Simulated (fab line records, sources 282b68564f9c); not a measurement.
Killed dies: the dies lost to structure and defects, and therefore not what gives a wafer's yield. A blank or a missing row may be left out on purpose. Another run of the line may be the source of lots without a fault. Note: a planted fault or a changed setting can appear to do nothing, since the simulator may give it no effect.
A lot that was struck, set against a sound lot -- flow rit_cmos -- 44 out of 202 route steps
Sound: wafers L450.3, L450.4, L450.5. Wafers L440.3, L440.4, L440.6 were the ones struck. The cause is given at the end.
For every step that has rows: the tool of each side, followed by ch and its chambers, followed by its first start. Under that, the readings that differ: sound wafers -- struck wafers -- difference of the means -- sigmas: that difference in standard deviations of wafers without a fault.
alike: a reading whose means differ by less than 2 such deviations, as well as words and numbers matching on both sides. not compared: withheld readings; readings where some wafer has no value; bounds like >300 that might hide an equal value; numbers whose values overlap and for which the record gives no deviation.
The two part at a step that has a row with sigmas, a row that says differs or no value, or rows on one side only. Numbers that don't overlap but have no deviation are shown without sigmas and don't part them. Lack of a reading on every wafer of one side parts them only where that side has two or more wafers.

first, 3 steps without rows for these wafers: RIT_REOX_CLEAN_01 (cleans in dHF, time 30 s); RIT_REOX_CLEAN_02 (cleans in SC2, time 600 s); RIT_REOX_OXIDATION_03 (target thk 25.2 nm, ox time 5580 s).
RIT_REOX_THK_MEAS_04:
  sound on film_metro-02, day 6 20:10; struck on film_metro-02, day 4 13:47
  alike: REOX_OXIDE_THK
then, 6 steps without rows for these wafers: RIT_NLDD_HMDS_00 (prime time 60 s); RIT_NLDD_COAT_01 (resist thk 1000 nm); RIT_NLDD_SOFTBAKE_02 (time 60 s); RIT_NLDD_EXPOSE_03 (exposes mask M7, target cd 40700 nm); RIT_NLDD_PEB_04; RIT_NLDD_DEVELOP_05 (develop time 50 s).
RIT_NLDD_OVL_MEAS_06:
  sound on overlay-01, day 6 21:12; struck on overlay-02, day 4 14:41
reading,sound,struck,difference,sigmas
NLDD_OVL (nm),2.6 1.9 1.2,-0.2 -1.7 -0.7,-2.8,-2
then, 1 step without rows for these wafers: RIT_NLDD_HARDBAKE_07 (time 60 s).
RIT_NLDD_IMPLANT_08:
  sound on implanter-04 ch 0, day 6 21:25; struck on implanter-03 ch 0, day 4 15:13
  alike: end_station_pressure_torr, faraday_current_uA
RIT_NLDD_STRIP_09: strips in O2, time 180 s.
  sound on plasma_asher-03 ch 0,1, day 6 21:35; struck on plasma_asher-04 ch 0,1, day 4 15:23
  alike: chamber_pressure_mTorr, drypump_motor_current_A
  not compared: rf_hours_counter_h
RIT_NLDD_TW_MEAS_10:
  sound on film_metro-01, day 6 21:43; struck on film_metro-03, day 4 15:31
reading,sound,struck,difference,sigmas
NLDD_TW,2443 2434 2449,2925 2926 2927,+484,+35
then, 6 steps without rows for these wafers: RIT_PLDD_HMDS_00 (prime time 60 s); RIT_PLDD_COAT_01 (resist thk 1000 nm); RIT_PLDD_SOFTBAKE_02 (time 60 s); RIT_PLDD_EXPOSE_03 (exposes mask M8, target cd 40900 nm); RIT_PLDD_PEB_04; RIT_PLDD_DEVELOP_05 (develop time 50 s).
RIT_PLDD_OVL_MEAS_06:
  sound on overlay-01, day 6 22:45; struck on overlay-02, day 4 16:25
  alike: PLDD_OVL
then, 2 steps without rows for these wafers: RIT_PLDD_HARDBAKE_07 (time 60 s); RIT_PLDD_IMPLANT_08.
RIT_PLDD_STRIP_09: strips in O2, time 180 s.
  sound on plasma_asher-04 ch 0,1, day 6 23:08; struck on plasma_asher-04 ch 0,1, day 4 16:48
  alike: chamber_pressure_mTorr, drypump_motor_current_A
  not compared: rf_hours_counter_h
RIT_PLDD_TW_MEAS_10:
  sound on film_metro-02, day 6 23:16; struck on film_metro-01, day 4 16:56
  alike: PLDD_TW
then, 4 steps without rows for these wafers: RIT_SPACER_CLEAN_00 (cleans in SC1, time 600 s); RIT_SPACER_CLEAN_01 (cleans in dHF, time 30 s); RIT_SPACER_CLEAN_02 (cleans in SC2, time 600 s); RIT_SPACER_CVD_03 (deposits Si3N4 from SiH2Cl2/NH3, target thk 250 nm, time 3300 s).
RIT_SPACER_THK_MEAS_04:
  sound on film_metro-03, day 7 02:25; struck on film_metro-01, day 4 19:26
  alike: SPACER_NITRIDE_THK
RIT_SPACER_ETCHBACK_05: etches Si3N4 in SF6/CHF3, stops on SiO2, target depth 250 nm, time 240 s.
  sound on rie_diel-02 ch 0,2,3, day 7 02:27; struck on rie_diel-04 ch 1,3, day 4 19:29
  alike: chamber_pressure_mTorr, drypump_motor_current_A, oes_product_au, throttle_valve_pct
  not compared: rf_hours_counter_h
then, 6 steps without rows for these wafers: RIT_NSD_HMDS_00 (prime time 60 s); RIT_NSD_COAT_01 (resist thk 1000 nm); RIT_NSD_SOFTBAKE_02 (time 60 s); RIT_NSD_EXPOSE_03 (exposes mask M9, target cd 40700 nm); RIT_NSD_PEB_04; RIT_NSD_DEVELOP_05 (develop time 50 s).
RIT_NSD_OVL_MEAS_06:
  sound on overlay-01, day 7 03:46; struck on overlay-01, day 4 20:29
  alike: NSD_OVL
then, 2 steps without rows for these wafers: RIT_NSD_HARDBAKE_07 (time 60 s); RIT_NSD_IMPLANT_08.
RIT_NSD_STRIP_09: strips in O2, time 180 s.
  sound on plasma_asher-02 ch 0,1, day 7 04:09; struck on plasma_asher-02 ch 0,1, day 4 20:52
  alike: chamber_pressure_mTorr, drypump_motor_current_A
  not compared: rf_hours_counter_h
RIT_SDANNEAL_RS_MEAS_07: measurement is done with a four-point probe.
  sound on film_metro-03, day 7 06:43; struck on film_metro-03, day 4 23:20
reading,sound,struck,difference,sigmas
NLDD_RS (ohm/sq),150.8 151.3 151.2,86.3 86.5 86.6,-64.6,-99 or more
RIT_M1_PROBE_99:
  the record holds rows for the sound wafers here (prober-01, day 7 13:43) but none for the struck ones

== WHERE THEY PART ==
At RIT_NLDD_OVL_MEAS_06 first; at RIT_M1_PROBE_99 last (within this record only).

WHY: what the simulator had put in
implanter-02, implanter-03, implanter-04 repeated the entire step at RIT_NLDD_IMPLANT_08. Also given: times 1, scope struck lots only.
